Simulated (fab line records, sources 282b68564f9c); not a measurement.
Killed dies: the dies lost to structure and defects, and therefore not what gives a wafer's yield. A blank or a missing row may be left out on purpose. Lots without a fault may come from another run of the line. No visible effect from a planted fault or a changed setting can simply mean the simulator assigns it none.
Check for tools in common | flow rit cmos | Sampled: 11 lots, 39 wafers

## THE REASON FOR OPENING IT
On 2 of the 11 lots, a flag is raised at RIT_M1_CD_MEAS_09 on the reading cd nm. No-fault wafers: 2600.5 nm, standard deviation 2.1.
Rule: a lot gets a flag if all its wafers with a number sit over 4 standard deviations from that mean, or if no wafer of it has a number. The other lots count as sound.

lot  | measured    | on        | cd nm (nm), wafer by wafer                | flag
L668 | day 3 11:21 | cd sem-01 | 2599.7 2600.0 2600.2                      |
L669 | day 3 17:09 | cd sem-01 | 2601.8 2602.9 2601.7                      |
L670 | day 4 03:05 | cd sem-01 | 2603.0 2603.2 2603.1                      |
L673 | day 4 17:05 | cd sem-02 | 2595.9 2596.6 2596.8                      |
L677 | day 5 11:32 | cd sem-02 | 2599.2 2600.5 2596.7                      |
L678 | day 5 22:23 | cd sem-02 | 2578.8 2579.0 2579.0 2579.1 2578.9 2578.5 | FLAGGED
L680 | day 6 07:06 | cd sem-01 | 2580.7 2580.1 2582.1 2580.8 2580.5 2582.2 | FLAGGED
L683 | day 6 14:50 | cd sem-02 | 2599.9 2599.8 2601.1                      |
L685 | day 7 00:50 | cd sem-02 | 2600.1 2603.4 2599.6                      |
L687 | day 7 08:07 | cd sem-02 | 2597.9 2598.9 2599.8                      |
L689 | day 7 19:53 | cd sem-01 | 2596.9 2598.0 2598.9                      |
Average over the flagged lots: 2580.0 nm; offset from the usual -20.5 nm, equal to -10 standard deviations.

## EACH LOT AND THE TOOL IT RAN ON
The record holds 2 process steps before the reading, out of a route of 202 steps. Every cell lists first the tool, next ch and the chambers used by the sampled wafers, and last the start.
lot  | flag    | RIT_CONTACT_ETCH_11               | RIT_M1_SPUTTER_00
L668 |         | rie diel-02 ch 0,1,2, day 3 08:58 | pvd sputter-02, day 3 10:00
L669 |         | rie diel-03 ch 0,2,3, day 3 14:37 | pvd sputter-01, day 3 15:48
L670 |         | rie diel-02 ch 0,3, day 4 00:36   | pvd sputter-02, day 4 01:37
L673 |         | rie diel-02 ch 1,2,3, day 4 14:49 | pvd sputter-03, day 4 15:40
L677 |         | rie diel-03 ch 1,2,3, day 5 09:11 | pvd sputter-03, day 5 10:02
L678 | FLAGGED | rie diel-01 ch 0,1,3, day 5 13:30 | pvd sputter-02, day 5 14:20
L680 | FLAGGED | rie diel-03 ch 2,3, day 5 21:48   | pvd sputter-02, day 5 22:39
L683 |         | rie diel-01 ch 1,3, day 6 12:27   | pvd sputter-03, day 6 13:20
L685 |         | rie diel-03 ch 0,1,3, day 6 22:19 | pvd sputter-01, day 6 23:21
L687 |         | rie diel-03 ch 1,3, day 7 05:37   | pvd sputter-01, day 7 06:31
L689 |         | rie diel-03 ch 1,2,3, day 7 17:34 | pvd sputter-03, day 7 18:25
What the steps here do:
- RIT_CONTACT_ETCH_11: etches SiO2 in CHF3/CF4/Ar, stops on TiSi2, target depth 480 nm, time 320 s.
- RIT_M1_SPUTTER_00: material Al, target thk 400 nm, time 500 s.
- RIT_M1_CD_MEAS_09: target cd 2600 nm.

## FLAGGED OVER TOTAL, TOOL BY TOOL (the gauges that took the reading come last)
step                | tool           | lots run | flagged | share of the flagged lots | sound lots run after its first flagged lot
RIT_CONTACT_ETCH_11 | rie diel-01    | 2        | 1       | some                      | 1 (L683)
RIT_CONTACT_ETCH_11 | rie diel-02    | 3        | 0       | none                      | -
RIT_CONTACT_ETCH_11 | rie diel-03    | 6        | 1       | some                      | 3 (L685,L687,L689)
RIT_M1_SPUTTER_00   | pvd sputter-01 | 3        | 0       | none                      | -
RIT_M1_SPUTTER_00   | pvd sputter-02 | 4        | 2       | all                       | 0
RIT_M1_SPUTTER_00   | pvd sputter-03 | 4        | 0       | none                      | -
RIT_M1_CD_MEAS_09   | cd sem-01      | 5        | 1       | some                      | 1 (L689)
RIT_M1_CD_MEAS_09   | cd sem-02      | 6        | 1       | some                      | 3 (L683,L685,L687)

## WHAT THE TABLE PERMITS
1 row of the table ran every flagged lot: pvd sputter-02 at RIT_M1_SPUTTER_00.
- pvd sputter-02 at RIT_M1_SPUTTER_00 ran 4 lots, 2 of them flagged. A fault beginning between L670 (day 4 01:37), its last sound lot, and L678 (day 5 14:20), its first flagged one, fits the data.
One tool is left: pvd sputter-02 at RIT_M1_SPUTTER_00.

## WHAT THE SIMULATOR PUT IN
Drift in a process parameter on pvd sputter-02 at RIT_M1_SPUTTER_00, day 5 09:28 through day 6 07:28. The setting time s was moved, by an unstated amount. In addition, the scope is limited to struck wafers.
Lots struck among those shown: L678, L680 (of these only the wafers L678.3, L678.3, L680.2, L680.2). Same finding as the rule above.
